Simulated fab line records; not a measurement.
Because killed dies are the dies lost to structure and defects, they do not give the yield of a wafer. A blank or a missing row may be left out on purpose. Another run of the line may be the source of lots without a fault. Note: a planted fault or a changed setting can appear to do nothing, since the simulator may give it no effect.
A lot that was struck, set against a sound lot -- flow berkeley cmos170 -- 23 steps out of a route of 331
Sound: these wafers, L813.1, L813.3, L813.5. Struck: wafers L828.1, L828.3, L828.6. The cause is given at the end.
Per side, at each step with rows, come the tool, then ch with its chambers, and then its first start. Under that, the readings that differ: sound wafers -- struck wafers -- difference of the means -- sigmas: that difference in standard deviations of wafers without a fault.
alike: readings with means less than 2 such deviations apart, plus words and numbers identical on both sides. not compared: withheld readings, readings lacking a value on some wafer, bounds such as >300 that could conceal the same value, and numbers that have no deviation in the record and whose values overlap.
Wherever a step has rows on one side only, a row that says differs or no value, or a row with sigmas, the two part there. Non-overlapping numbers with no deviation appear without sigmas and do not part them. A reading missing from all wafers of one side parts the sides only when that side holds two or more wafers.

UCB170_SILICIDE_RTA_04: time 15 s.
  sound on rtp anneal-02 ch 0, day 6 19:14; struck on rtp anneal-02 ch 0, day 10 12:56
  alike: lamp power pct, wafer_temp_C_max
then, 3 steps without rows for these wafers: UCB170_SILICIDE_WET_ETCH_05 (etches Ti in SPM, time 45 s); UCB170_CONTACT_CLEAN_00 (cleans in SPM, time 600 s); UCB170_CONTACT_CVD_01 (deposits PSG from SiH4/O2/PH3, target thk 700 nm, time 2820 s).
UCB170_CONTACT_THK_MEAS_02:
  sound on film metro-01, day 6 23:32; struck on film metro-01, day 10 15:27
  alike: CONTACT_PSG_THK
then, 3 steps without rows for these wafers: UCB170_CONTACT_HMDS_03 (prime time 60 s); UCB170_CONTACT_COAT_04 (resist thk 900 nm); UCB170_CONTACT_SOFTBAKE_05 (time 60 s).
UCB170_CONTACT_STRIP_06: strips in O2.
  sound on plasma asher-04 ch 0,1, day 7 00:25; struck on plasma asher-02 ch 0,1, day 10 15:58
  alike: drypump motor current A, o2 flow sccm, oes product au, strip time to endpoint s
  not compared: rf hours counter h
then, 1 step without rows for these wafers: UCB170_CONTACT_CLEAN_07 (cleans in SPM, time 600 s).
UCB170_CONTACT_RTA_08: time 10 s.
  sound on rtp anneal-02 ch 0, day 7 00:43; struck on rtp anneal-02 ch 0, day 10 16:14
  alike: lamp power pct, wafer_temp_C_max
then, 1 step without rows for these wafers: UCB170_CONTACT_COAT_09.
UCB170_CONTACT_COAT_10: resist thk 900 nm.
  sound on litho track-03 ch 0, day 7 00:00; struck on litho track-03 ch 0, day 10 16:00
reading,sound,struck,difference,sigmas
spin speed rpm (rpm),1501.8 1500.0 1500.8,1388.4 1388.9 1389.6,-111.9,-99 or more
model.KrF_of_CONTACT_COAT_10.thk nm (nm),903.1 901.2 902.5,935.6 938.5 932.4,+33.2,
  alike: resist line temp C
then, 4 steps without rows for these wafers: UCB170_CONTACT_SOFTBAKE_11 (time 60 s); UCB170_CONTACT_EXPOSE_12 (exposes mask CONT, target cd 700 nm); UCB170_CONTACT_PEB_13; UCB170_CONTACT_DEVELOP_14 (develop time 45 s).
UCB170_CONTACT_CD_MEAS_15: target cd 700 nm.
  sound on cd sem-01, day 7 01:58; struck on cd sem-01, day 10 17:13
  alike: cd nm
UCB170_CONTACT_OVL_MEAS_16:
  sound on overlay-02, day 7 02:05; struck on overlay-01, day 10 17:20
  alike: CONTACT_OVL
UCB170_CONTACT_ETCH_17: etches BARC in N2/H2.
  sound on rie diel-04 ch 0,2, day 7 02:07; struck on rie diel-03 ch 0,2, day 10 17:22
  alike: drypump motor current A, oes product au, throttle valve pct
UCB170_CONTACT_ETCH_18: etches PSG in CHF3/CF4/Ar, stops on TiSi2, target depth 840 nm, time 195 s.
  sound: rie diel-04 ch 0,2; struck: rie diel-03 ch 0,2
reading,sound,struck,difference,sigmas
model.KrF_of_CONTACT_COAT_10.thk nm (nm),697.8 693.5 694.5,729.9 735.5 728,+35.9,
  alike: cf4 flow sccm, drypump motor current A, oes product au, throttle valve pct
  not compared: rf hours counter h
UCB170_CONTACT_STRIP_19: strips in O2.
  sound on plasma asher-01 ch 0,1, day 7 02:17; struck on plasma asher-01 ch 0,1, day 10 17:32
  alike: drypump motor current A, o2 flow sccm, oes product au
  not compared: rf hours counter h
UCB170_M3_PROBE_99:
  record: rows for the struck wafers here (prober-02, day 11 13:06), none for the sound ones

== WHERE THEY PART ==
Last at UCB170_M3_PROBE_99 as far as this record goes, first at UCB170_CONTACT_COAT_10.

WHY: whatever the simulator had introduced
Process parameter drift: litho track-03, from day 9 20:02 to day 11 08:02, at UCB170_CONTACT_COAT_10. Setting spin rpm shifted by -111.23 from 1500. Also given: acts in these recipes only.
